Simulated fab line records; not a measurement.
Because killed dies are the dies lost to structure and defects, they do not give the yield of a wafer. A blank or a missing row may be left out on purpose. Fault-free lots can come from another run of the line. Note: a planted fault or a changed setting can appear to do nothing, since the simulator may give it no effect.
Comparing a struck lot with a sound one ; flow rit-cmos ; 45 steps out of a route of 202
Sound: these wafers, L872.2, L872.3, L872.5. Wafers L877.3, L877.4, L877.6 were the ones struck. Last of all comes the cause.
Each step with rows lists, per side, the tool, then ch with its chambers, then its first start. Under that, the readings that differ: sound wafers ; struck wafers ; difference of the means ; sigmas: that difference in standard deviations of wafers without a fault.
alike: readings whose means differ by less than 2 such deviations, and words and numbers that are the same on both sides. not compared: withheld readings, readings that some wafer has no value for, bounds like >300 that may hide the same value, and numbers for which the record gives no deviation and whose values overlap.
Wherever a step has rows on one side only, a row that says differs or no value, or a row with sigmas, the two part there. Numbers that have no deviation but don't overlap get no sigmas and don't part them. A reading missing from all wafers of one side parts the sides only when that side holds two or more wafers.

first, 2 steps without rows for these wafers: RIT_SPACER_CLEAN_02 (cleans in SC2, time 600 s); RIT_SPACER_CVD_03 (deposits Si3N4 from SiH2Cl2/NH3, target thk 250 nm, time 3300 s).
RIT_SPACER_THK_MEAS_04:
  sound: film-metro-03 at day 4 02:56; struck: film-metro-04 at day 5 04:32
  alike: SPACER_NITRIDE_THK
RIT_SPACER_ETCHBACK_05: etches Si3N4 in SF6/CHF3, stops on SiO2, target depth 250 nm, time 240 s.
  sound on rie-diel-04 ch 1,3, day 4 02:59; struck on rie-diel-02 ch 1,3, day 5 04:34
reading;sound;struck;difference;sigmas
drypump-motor-current-A (A);5.45 5.43 5.40;6.25 5.89 6.23;+0.70;+2
  alike: oes-product-au, throttle-valve-pct
  not compared: rf-hours-counter-h
then, 6 steps without rows for these wafers: RIT_NSD_HMDS_00 (prime time 60 s); RIT_NSD_COAT_01 (resist thk 1000 nm); RIT_NSD_SOFTBAKE_02 (time 60 s); RIT_NSD_EXPOSE_03 (exposes mask M9, target cd 40700 nm); RIT_NSD_PEB_04; RIT_NSD_DEVELOP_05 (develop time 50 s).
RIT_NSD_OVL_MEAS_06:
  sound: overlay-02 at day 4 04:08; struck: overlay-02 at day 5 05:48
  alike: NSD_OVL
then, 1 step without rows for these wafers: RIT_NSD_HARDBAKE_07 (time 60 s).
RIT_NSD_IMPLANT_08:
  sound on implanter-01 ch 0, day 4 04:20; struck on implanter-01 ch 0, day 5 06:02
reading;sound;struck;difference;sigmas
beam-energy-keV;25.014 25.012 25.007;22.506 22.501 22.495;-2.510;-99 or more
model.implant.rp-nm (nm);32.29 32.29 32.29;29.7 29.7 29.7;-2.6;
model.implant.drp-nm (nm);14.84 14.84 14.84;13.92 13.92 13.92;-0.92;
  alike: dose-ions-cm2
RIT_NSD_STRIP_09: strips in O2, time 180 s.
  sound on plasma-asher-01 ch 0,1, day 4 04:28; struck on plasma-asher-01 ch 0,1, day 5 06:11
  alike: drypump-motor-current-A
  not compared: rf-hours-counter-h
RIT_NSD_TW_MEAS_10:
  sound: film-metro-03 at day 4 04:38; struck: film-metro-03 at day 5 06:19
reading;sound;struck;difference;sigmas
NSD_TW;3101 3114 3102;3027 3018 2998;-91;-4
then, 6 steps without rows for these wafers: RIT_PSD_HMDS_00 (prime time 60 s); RIT_PSD_COAT_01 (resist thk 1000 nm); RIT_PSD_SOFTBAKE_02 (time 60 s); RIT_PSD_EXPOSE_03 (exposes mask M10, target cd 40900 nm); RIT_PSD_PEB_04; RIT_PSD_DEVELOP_05 (develop time 50 s).
RIT_PSD_OVL_MEAS_06:
  sound: overlay-02 at day 4 05:45; struck: overlay-01 at day 5 07:13
  alike: PSD_OVL
then, 3 steps without rows for these wafers: RIT_PSD_HARDBAKE_07 (time 60 s); RIT_PSD_IMPLANT_08; RIT_PSD_STRIP_09 (strips in O2, time 180 s).
RIT_PSD_TW_MEAS_10:
  sound: film-metro-02 at day 4 06:16; struck: film-metro-03 at day 5 07:44
  alike: PSD_TW
then, 4 steps without rows for these wafers: RIT_SDANNEAL_CLEAN_00 (cleans in SC1, time 600 s); RIT_SDANNEAL_CLEAN_01 (cleans in dHF, time 30 s); RIT_SDANNEAL_CLEAN_02 (cleans in SC2, time 600 s); RIT_SDANNEAL_RTA_03 (time 5 s).
RIT_SDANNEAL_RS_MEAS_04: uses a four-point probe to measure.
  sound: film-metro-02 at day 4 06:46; struck: film-metro-02 at day 5 08:18
  alike: PSD_RS
RIT_SDANNEAL_RS_MEAS_05: uses a four-point probe to measure.
  sound: film-metro-02 at day 4 06:53; struck: film-metro-02 at day 5 08:25
reading;sound;struck;difference;sigmas
NSD_RS (ohm/sq);85.40 84.99 85.49;85.92 85.98 85.93;+0.65;+3
RIT_SDANNEAL_RS_MEAS_06: uses a four-point probe to measure.
  sound: film-metro-02 at day 4 07:00; struck: film-metro-02 at day 5 08:32
  alike: PLDD_RS
RIT_SDANNEAL_RS_MEAS_07: uses a four-point probe to measure.
  sound: film-metro-02 at day 4 07:07; struck: film-metro-02 at day 5 08:40
  alike: NLDD_RS
then, 1 step without rows for these wafers: RIT_SILICIDE_WET_ETCH_00 (etches SiO2 in BOE, target depth 14 nm, time 15 s).
RIT_SILICIDE_SPUTTER_01: material Ti, target thk 30 nm, time 240 s.
  sound: pvd-sputter-02 at day 4 07:14; struck: pvd-sputter-02 at day 5 08:45
  alike: throttle-valve-pct
RIT_SILICIDE_RS_MEAS_02: uses a four-point probe to measure.
  sound: film-metro-04 at day 4 07:25; struck: film-metro-01 at day 5 08:56
  alike: SILICIDE_TI_RS
RIT_SILICIDE_THK_MEAS_03: measures by xrf.
  sound: film-metro-04 at day 4 07:31; struck: film-metro-01 at day 5 09:02
  alike: SILICIDE_TI_THK
RIT_SILICIDE_RTA_04: time 10 s, ramp up 5 s, ramp down 5 s.
  sound on rtp-anneal-02 ch 0, day 4 07:35; struck on rtp-anneal-01 ch 0, day 5 09:06
  alike: wafer_temp_C_max
then, 2 steps without rows for these wafers: RIT_SILICIDE_WET_ETCH_05 (etches Ti in SPM, time 120 s); RIT_SILICIDE_RTA_06 (time 10 s, ramp up 5 s, ramp down 10 s).
RIT_CONTACT_CVD_00: deposits SiO2 from TEOS, target thk 400 nm, time 61 s.
  sound on pecvd-02 ch 0,1,2, day 4 07:44; struck on pecvd-03 ch 1,2, day 5 09:16
  alike: heater-power-w
RIT_M1_DEVELOP_08: develop time 68 s.
  sound on litho-track-02 ch 0; struck on litho-track-04 ch 0
reading;sound;struck;difference;sigmas
model.M1.cd-nm (nm);2602 2602 2601;2579 2581 2581;-21;
RIT_M1_METAL_ETCH_12: etches Al in Cl2/BCl3, stops on SiO2, time 165 s, target depth 600 nm.
  sound on rie-metal-04 ch 0,1, day 4 12:02; struck on rie-metal-03 ch 0,1, day 5 13:25
reading;sound;struck;difference;sigmas
model.M1.cd-nm (nm);2603 2599 2600;2578 2581 2580;-21;
  alike: drypump-motor-current-A, oes-product-au, throttle-valve-pct
  not compared: rf-hours-counter-h
RIT_M1_PROBE_99:
  sound: prober-02 at day 4 14:20; struck: prober-01 at day 5 17:07
reading;sound;struck;difference;sigmas
model.etest.m1.width-nm (nm);2612 2595 2594;2579 2576 2583;-21;
model.etest.contact-nplus.end-ohm-um;43.6 42.43 42.23;48.38 45.74 45.56;+3.81;
  alike: killed-at-contacts, killed-at-front-end, killed-dies, killed-open, killed-short

WHERE THEY PART
At RIT_SPACER_ETCHBACK_05 first; at RIT_SDANNEAL_RS_MEAS_05 last (within this record only). Later steps at which nothing parts them and some readings are alike: RIT_SDANNEAL_RS_MEAS_06, RIT_SDANNEAL_RS_MEAS_07, RIT_SILICIDE_SPUTTER_01, RIT_SILICIDE_RS_MEAS_02, RIT_SILICIDE_THK_MEAS_03, RIT_SILICIDE_RTA_04, RIT_CONTACT_CVD_00, RIT_M1_METAL_ETCH_12, RIT_M1_PROBE_99.

WHY: whatever the simulator had introduced
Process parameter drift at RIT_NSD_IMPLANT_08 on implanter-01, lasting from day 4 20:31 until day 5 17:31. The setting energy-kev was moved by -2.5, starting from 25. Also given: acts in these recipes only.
